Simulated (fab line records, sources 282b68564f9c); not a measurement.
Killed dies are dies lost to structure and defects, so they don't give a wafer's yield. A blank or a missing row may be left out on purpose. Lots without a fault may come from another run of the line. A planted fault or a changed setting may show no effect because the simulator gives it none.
Split-lot experiment | flow rit_cmos | 5 lots, 27 wafers read, on a route of 202 steps

THE SPLIT
At RIT_CONTACT_DEVELOP_07 (develop time 120 s), the setting develop_time_s was moved away from the recipe's 120 s on 12 of the 27 wafers read, by -16.5% to +58.0%. The other wafers ran this setting at the recipe's value.

FROM THE SPLIT TO THE READING: what the file shows between them, 4 steps
- RIT_CONTACT_CD_MEAS_08: target cd 1000 nm
- RIT_CONTACT_HARDBAKE_10: time 60 s
- RIT_CONTACT_ETCH_11: etches SiO2 in CHF3/CF4/Ar, stops on TiSi2, target depth 480 nm, time 320 s
- RIT_CONTACT_STRIP_12: strips in O2, time 180 s

THE READING
cd_nm, in nm, at RIT_CONTACT_CD_MEAS_90 (target cd 1000 nm). Fault-free wafers of this fab line usually give 999.2 nm, standard deviation 2.1 nm.

wafer  | tool, chamber at the split | develop_time_s as run, s | against the recipe | cd_nm, nm | against lot-mates on the recipe
L074.1 | litho_track-03, 0          | 100.2                    | -16.5%             | 986.2     | -15.0
L074.2 | litho_track-03, 0          | 120                      | recipe             | 1001.9    | -
L074.3 | litho_track-03, 0          | 100.2                    | -16.5%             | 985.2     | -16.0
L074.4 | litho_track-03, 0          | 100.2                    | -16.5%             | 984.2     | -17.0
L074.5 | litho_track-03, 0          | 120                      | recipe             | 1001.8    | -
L074.6 | litho_track-03, 0          | 120                      | recipe             | 999.9     | -
L076.1 | litho_track-04, 0          | 175.5                    | +46.2%             | 1026.9    | +30.3
L076.2 | litho_track-04, 0          | 120                      | recipe             | 997.3     | -
L076.3 | litho_track-04, 0          | 175.5                    | +46.2%             | 1025.0    | +28.4
L076.4 | litho_track-04, 0          | 120                      | recipe             | 996.1     | -
L076.5 | litho_track-04, 0          | 120                      | recipe             | 996.3     | -
L076.6 | litho_track-04, 0          | 175.5                    | +46.2%             | 1025.1    | +28.5
L077.1 | litho_track-04, 0          | 120                      | recipe             | 996.2     | -
L077.2 | litho_track-04, 0          | 189.6                    | +58.0%             | 1031.7    | +35.7
L077.3 | litho_track-04, 0          | 120                      | recipe             | 996.2     | -
L077.4 | litho_track-04, 0          | 120                      | recipe             | 995.6     | -
L077.5 | litho_track-04, 0          | 189.6                    | +58.0%             | 1031.9    | +35.9
L077.6 | litho_track-04, 0          | 189.6                    | +58.0%             | 1031.7    | +35.7
L081.2 | litho_track-03, 0          | 120                      | recipe             | 1003.3    | -
L081.4 | litho_track-03, 0          | 120                      | recipe             | 1000.9    | -
L081.6 | litho_track-03, 0          | 120                      | recipe             | 1001.7    | -
L083.1 | litho_track-01, 0          | 142.5                    | +18.8%             | 1013.1    | +12.6
L083.2 | litho_track-01, 0          | 120                      | recipe             | 999.1     | -
L083.3 | litho_track-01, 0          | 120                      | recipe             | 1000.0    | -
L083.4 | litho_track-01, 0          | 142.5                    | +18.8%             | 1014.1    | +13.6
L083.5 | litho_track-01, 0          | 142.5                    | +18.8%             | 1016.5    | +16.0
L083.6 | litho_track-01, 0          | 120                      | recipe             | 1002.4    | -

THE FIT
A straight line over all 27 wafers: cd_nm changes by +0.599 nm for each +1% of develop_time_s; r = +0.98; the points scatter about the line by 3 nm.
The same after taking each lot's own level away (the mean of its wafers on the recipe; 27 wafers): +0.658 nm for each +1%; r = +0.99; scatter 2.2 nm.
On that fit, the largest move of develop_time_s shifts the reading by 38 nm.
The lots' own levels span 996.00 to 1001.97 nm, that is 2.8 times the standard deviation above.
So the lot-to-lot level changes the slope little: the two slopes agree.
Check: with one of the wafers moved furthest among these (+58.0%) left out of the fit, the line predicts +37.8 nm for it against its lot-mates. It came out at +35.7 nm against them.

OTHER SPLITS ON THESE WAFERS
These wafers also went through other splits before the reading. Each is held against what the fit with the lots' levels taken away leaves over:
other split on the same wafers    | wafers away from the commonest value | r with cd_nm (lot level and that fit taken away)
RIT_ACTIVE_OXIDATION_01 ox_time_s | 6                                    | +0.43
RIT_SPACER_ETCHBACK_05 time_s     | 9                                    | -0.18

THE WHOLE CHAIN: every reading that the file lists as answering this split, in the file's order
step                   | what it does                                                                | reading                                                        | change (the file's fit)               | r (the file's)
RIT_CONTACT_CD_MEAS_08 | target cd 1000 nm                                                           | cd_nm                                                          | +0.642 nm for each +1% of the setting | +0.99
RIT_CONTACT_ETCH_11    | etches SiO2 in CHF3/CF4/Ar, stops on TiSi2, target depth 480 nm, time 320 s | CONTACT.cd_nm (the simulator's own value, which no gauge read) | +0.647 nm for each +1% of the setting | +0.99
RIT_CONTACT_CD_MEAS_90 | target cd 1000 nm                                                           | cd_nm                                                          | +0.644 nm for each +1% of the setting | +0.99

THE FILE'S OWN FIT
cd_nm changes by +0.644 nm for each +1% of develop_time_s, r = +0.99.
